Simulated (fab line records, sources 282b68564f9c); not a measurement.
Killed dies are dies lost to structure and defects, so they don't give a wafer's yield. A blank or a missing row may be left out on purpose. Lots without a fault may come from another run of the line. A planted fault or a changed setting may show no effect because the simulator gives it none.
A struck lot beside a sound one | flow rit_cmos | 21 steps out of a route of 202
Sound: wafers L552.2, L552.3, L552.6. Struck: wafers L560.1, L560.2, L560.3. The cause comes at the end.
At each step with rows: each side's tool, then ch and its chambers, then its first start. Under that, the readings that differ: sound wafers | struck wafers | difference of the means | sigmas: that difference in standard deviations of wafers without a fault.
alike: readings whose means differ by less than 2 such deviations, and words and numbers that are the same on both sides. not compared: withheld readings, readings that some wafer has no value for, bounds like >300 that may hide the same value, and numbers for which the record gives no deviation and whose values overlap.
The two part at a step that has a row with sigmas, a row that says differs or no value, or rows on one side only. Numbers that don't overlap but have no deviation are shown without sigmas and don't part them. A reading that every wafer of one side lacks parts them only if that side has two wafers or more.

first, 2 steps without rows for these wafers: RIT_NSD_HARDBAKE_07 (time 60 s); RIT_NSD_IMPLANT_08.
RIT_NSD_STRIP_09: strips in O2, time 180 s.
  sound on plasma_asher-03 ch 0,1, day 3 21:12; struck on plasma_asher-03 ch 0,1, day 5 15:25
  alike: drypump_motor_current_A
  not compared: rf_hours_counter_h
RIT_NSD_TW_MEAS_10:
  sound on film_metro-04, day 3 21:23; struck on film_metro-02, day 5 15:35
  reading | sound          | struck         | difference | sigmas
  NSD_TW  | 3165 3153 3157 | 3112 3109 3126 | -43        | -2
then, 2 steps without rows for these wafers: RIT_PSD_HMDS_00 (prime time 60 s); RIT_PSD_COAT_01 (resist thk 1000 nm).
RIT_PSD_SOFTBAKE_02: time 62.92 s.
  sound on litho_track-03 ch 0, day 3 21:46; struck on litho_track-01 ch 0, day 5 15:57
  alike: exhaust_pa, plate_sensor_t_centre_C, plate_sensor_t_edge_C
then, 3 steps without rows for these wafers: RIT_PSD_EXPOSE_03 (exposes mask M10, target cd 40900 nm); RIT_PSD_PEB_04; RIT_PSD_DEVELOP_05 (develop time 50 s).
RIT_PSD_OVL_MEAS_06:
  sound on overlay-02, day 3 22:17; struck on overlay-01, day 5 16:30
  reading      | sound          | struck      | difference | sigmas
  PSD_OVL (nm) | -0.6 -0.1 -1.8 | 2.2 4.8 4.0 | +4.5       | +3
then, 1 step without rows for these wafers: RIT_PSD_HARDBAKE_07 (time 60 s).
RIT_PSD_IMPLANT_08:
  sound on implanter-03 ch 0, day 3 22:30; struck on implanter-01 ch 0, day 5 16:41
  reading                   | sound             | struck            | difference | sigmas
  implant_ion_amu           | 49 49 49          | 75 75 75          | +26        |
  model.implant.drp_nm (nm) | 12.05 12.05 12.05 | 8.906 8.906 8.906 | -3.144     |
  model.implant.rp_nm (nm)  | 22.37 22.37 22.37 | 20.15 20.15 20.15 | -2.22      |
  alike: beam_energy_keV, beam_on_s
RIT_PSD_STRIP_09: strips in O2, time 180 s.
  sound on plasma_asher-01 ch 0,1, day 3 22:37; struck on plasma_asher-01 ch 0,1, day 5 16:50
  alike: drypump_motor_current_A
  not compared: rf_hours_counter_h
RIT_PSD_TW_MEAS_10:
  sound on film_metro-02, day 3 22:49; struck on film_metro-02, day 5 17:01
  reading | sound          | struck         | difference | sigmas
  PSD_TW  | 3438 3425 3441 | 3481 3475 3479 | +44        | +2
then, 3 steps without rows for these wafers: RIT_SDANNEAL_CLEAN_00 (cleans in SC1, time 600 s); RIT_SDANNEAL_CLEAN_01 (cleans in dHF, time 30 s); RIT_SDANNEAL_CLEAN_02 (cleans in SC2, time 600 s).
RIT_SDANNEAL_RTA_03: time 5 s.
  sound on rtp_anneal-02 ch 0, day 3 23:16; struck on rtp_anneal-02 ch 0, day 5 17:26
  alike: wafer_temp_C_max
RIT_SDANNEAL_RS_MEAS_04: measures by four-point-probe.
  sound on film_metro-02, day 3 23:23; struck on film_metro-04, day 5 17:30
  reading         | sound                | struck            | difference | sigmas
  PSD_RS (ohm/sq) | 115.94 115.80 115.99 | 50.45 50.43 50.42 | -65.48     | -99 or more
RIT_SDANNEAL_RS_MEAS_05: measures by four-point-probe.
  sound on film_metro-02, day 3 23:30; struck on film_metro-04, day 5 17:37
  reading         | sound          | struck         | difference | sigmas
  NSD_RS (ohm/sq) | 84.8 84.3 84.9 | 83.8 83.8 83.8 | -0.9       | -3

WHERE THEY PART
First at RIT_NSD_TW_MEAS_10; last, within this record, at RIT_SDANNEAL_RS_MEAS_05.

WHY: what the simulator had put in
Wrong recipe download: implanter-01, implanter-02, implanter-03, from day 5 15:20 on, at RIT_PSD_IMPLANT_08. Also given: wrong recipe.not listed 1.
